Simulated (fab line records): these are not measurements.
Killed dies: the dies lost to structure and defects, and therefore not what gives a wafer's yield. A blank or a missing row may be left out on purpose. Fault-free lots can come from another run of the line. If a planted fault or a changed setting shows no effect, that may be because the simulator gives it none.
Problem report, 8D (eight disciplines) form, completed by code | flow berkeley-cmos170 | the parts of the form that need people (team, actions taken, sign-off) are left out

## 1. THE ISSUE
PWELL_TW at UCB170_PWELL_TW_MEAS_17 reads a mean of 412 on 6 wafers of 2 lots; wafers without a fault read 376 with a standard deviation of 3.5. That is +10 standard deviations from the usual mean.
First seen on wafer L553.1, day 6 21:25, on film-metro-02. The record has a number at this step for 42 wafers belonging to 14 lots. Rule for "out" (also "out of limits"): further than 4 standard deviations from the usual mean. Any other wafer with a number is counted as sound.

## 2. WHAT IT IS AND WHAT IT IS NOT
question                    | is                           | is not
which readings at this step | PWELL_TW                     | -
which lots                  | L553, L558                   | L535, L536, L538, L540, L541, L542, L543, L544, L545, L546, L547, L554
which wafers of those lots  | all that have a number       | -
read on which gauges        | film-metro-02, film-metro-03 | film-metro-04
when                        | from day 6 21:25             | up to then (36 sound wafers)

## 3. SUSPECTS, AND WHAT RULES EACH OUT
Counting: a tool at any process step up to the reading remains a suspect when it ran all the lots that are out and ran no sound lot after the first of those.
- the gauge at UCB170_PWELL_TW_MEAS_17 has been ruled out. Those wafers that are out were read across 2 gauges (film-metro-02, film-metro-03).
- implanter-01 at UCB170_PWELL_IMPLANT_15: kept. It ran every lot that is out, first L553 (day 6 21:10), and no sound lot after that; its last sound lot up to then is L546 (day 5 13:26). Its own readings are out on those wafers: dose-ions-cm2, faraday-current-uA.
After counting, what remains is implanter-01 at UCB170_PWELL_IMPLANT_15.

## 4. THE CAUSE (what the simulator had put in)
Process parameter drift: implanter-01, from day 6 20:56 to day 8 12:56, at UCB170_PWELL_IMPLANT_15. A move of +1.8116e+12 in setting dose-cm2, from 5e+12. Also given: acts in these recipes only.
This tool alone remained once counting was done.

## 5. SEQUENCE OF EFFECTS, ordered by route
Each row: a reading where the mean over the struck wafers with a number is more than 3 standard deviations away from the usual. Scope: only readings with a usual standard deviation given in the record; hours: median across lots of the time from each lot's start at the first step in this table that gives one to its start at this step; sigmas: change in usual standard deviations.
hours | step                    | reading            | usual     | on struck wafers | change     | sigmas
0     | UCB170_PWELL_IMPLANT_15 | dose-ions-cm2      | 4.999e+12 | 6.812e+12        | +1.813e+12 | +99 or more
0     | UCB170_PWELL_IMPLANT_15 | faraday-current-uA | 15.9      | 21.6             | +5.7       | +19
0     | UCB170_PWELL_TW_MEAS_17 | PWELL_TW           | 376       | 412              | +36        | +10
Its process steps:
- UCB170_PWELL_IMPLANT_15
At these later measuring or inspecting steps, every struck wafer for which the step has a row has a number for every such reading, and none has moved that far: UCB170_NVT_OVL_MEAS_06.

## 6. HOW IT WOULD HAVE BEEN CAUGHT EARLIER
Counted from the fault's start at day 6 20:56, it took 0 hours until the first out-of-limits reading at a measuring or inspecting step in this record, taken at day 6 21:25.
The tool's own readings at UCB170_PWELL_IMPLANT_15 were out on every struck wafer that the step has a row for (dose-ions-cm2, faraday-current-uA): an alarm limit on them would have fired on the first of those.
Lots out: 2; of these, L558 started UCB170_PWELL_IMPLANT_15 on implanter-01 after day 6 21:25. Holding the tool at that time would have saved it.
